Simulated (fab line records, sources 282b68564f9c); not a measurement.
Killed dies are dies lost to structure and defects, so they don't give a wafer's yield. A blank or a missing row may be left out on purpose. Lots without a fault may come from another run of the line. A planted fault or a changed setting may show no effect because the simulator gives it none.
Tool commonality check | flow rit_cmos | 16 lots, 48 wafers sampled

WHY IT WAS OPENED
At RIT_ACTIVE_THK_MEAS_02 the reading ACTIVE_OXIDE_THK is flagged on 4 of 16 lots. Wafers without a fault read 47.0 nm, standard deviation 0.84.
Rule: a lot is flagged when every wafer of it that has a number lies more than 4 standard deviations from that mean, or none has a number. The other lots count as sound.

lot  | measured    | on            | ACTIVE_OXIDE_THK (nm), wafer by wafer | flag
L751 | day 1 12:53 | film_metro-02 | 47.3 47.1 47.8                        |
L752 | day 1 17:46 | film_metro-04 | 46.7 46.3 46.7                        |
L753 | day 2 01:13 | film_metro-03 | 47.0 46.2 46.1                        |
L755 | day 2 08:35 | film_metro-02 | 46.9 46.6 47.4                        |
L756 | day 2 16:19 | film_metro-02 | 45.4 45.5 45.3                        |
L757 | day 2 19:20 | film_metro-04 | 47.1 46.4 46.7                        |
L758 | day 2 23:04 | film_metro-04 | 46.2 46.6 47.0                        |
L759 | day 3 04:45 | film_metro-02 | 45.8 46.7 46.6                        |
L760 | day 3 10:04 | film_metro-03 | 47.5 46.2 46.6                        |
L761 | day 3 14:18 | film_metro-03 | 46.2 46.4 46.6                        |
L763 | day 4 00:07 | film_metro-04 | 46.6 46.5 46.4                        |
L764 | day 4 07:36 | film_metro-02 | 37.0 36.9 37.0                        | FLAGGED
L765 | day 4 10:51 | film_metro-04 | 37.7 38.7 38.4                        | FLAGGED
L766 | day 4 19:05 | film_metro-03 | 37.7 37.1 38.0                        | FLAGGED
L767 | day 4 23:25 | film_metro-03 | 37.3 37.5 37.8                        | FLAGGED
L768 | day 5 02:51 | film_metro-02 | 46.6 46.2 47.2                        |
The numbers of the flagged lots are 37.6 nm on average: -9.4 nm against the usual, or -11 standard deviations.

WHICH TOOL RAN EACH LOT
The record holds 1 process step before the reading, out of a route of 202 steps. In each cell: the tool, then ch and the chambers that the sampled wafers went through, then the start.
lot  | flag    | RIT_ACTIVE_OXIDATION_01
L751 |         | furnace-04 ch 0, day 1 10:56
L752 |         | furnace-01 ch 0, day 1 15:49
L753 |         | furnace-04 ch 0, day 1 23:16
L755 |         | furnace-03 ch 0, day 2 06:40
L756 |         | furnace-04 ch 0, day 2 14:23
L757 |         | furnace-04 ch 0, day 2 17:23
L758 |         | furnace-01 ch 0, day 2 21:07
L759 |         | furnace-01 ch 0, day 3 02:49
L760 |         | furnace-04 ch 0, day 3 08:07
L761 |         | furnace-03 ch 0, day 3 12:21
L763 |         | furnace-03 ch 0, day 3 22:10
L764 | FLAGGED | furnace-03 ch 0, day 4 05:40
L765 | FLAGGED | furnace-03 ch 0, day 4 08:55
L766 | FLAGGED | furnace-03 ch 0, day 4 17:10
L767 | FLAGGED | furnace-03 ch 0, day 4 21:29
L768 |         | furnace-04 ch 0, day 5 00:54
What these steps do:
- RIT_ACTIVE_OXIDATION_01: target thk 46.8 nm, ox time 3360 s.
- RIT_ACTIVE_THK_MEAS_02

FLAGGED OVER TOTAL, TOOL BY TOOL (the gauges that took the reading come last)
step                    | tool          | lots run | flagged | share of the flagged lots | sound lots run after its first flagged lot
RIT_ACTIVE_OXIDATION_01 | furnace-01    | 3        | 0       | none                      | -
RIT_ACTIVE_OXIDATION_01 | furnace-03    | 7        | 4       | all                       | 0
RIT_ACTIVE_OXIDATION_01 | furnace-04    | 6        | 0       | none                      | -
RIT_ACTIVE_THK_MEAS_02  | film_metro-02 | 6        | 1       | some                      | 1 (L768)
RIT_ACTIVE_THK_MEAS_02  | film_metro-03 | 5        | 2       | some                      | 0
RIT_ACTIVE_THK_MEAS_02  | film_metro-04 | 5        | 1       | some                      | 0

WHAT THE TABLE ALLOWS
1 row of the table ran every flagged lot: furnace-03 at RIT_ACTIVE_OXIDATION_01.
- furnace-03 at RIT_ACTIVE_OXIDATION_01: 4 of its 7 lots flagged. Its last sound lot is L763 (day 3 22:10), its first flagged lot L764 (day 4 05:40): a fault that began between those two fits. Its own readings lie more than 4 standard deviations out on every wafer of the flagged lots: spike_tc_centre_C, spike_tc_load_C, spike_tc_source_C, tube_center_temp_C, tube_center_temp_C_max.
One tool is left: furnace-03 at RIT_ACTIVE_OXIDATION_01.

WHAT THE SIMULATOR HAD PUT IN
Process parameter drift: furnace-03, from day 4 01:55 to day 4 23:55, at RIT_ACTIVE_OXIDATION_01. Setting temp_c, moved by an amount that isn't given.
Lots struck among those shown: L764, L765, L766, L767. The rule above found the same.
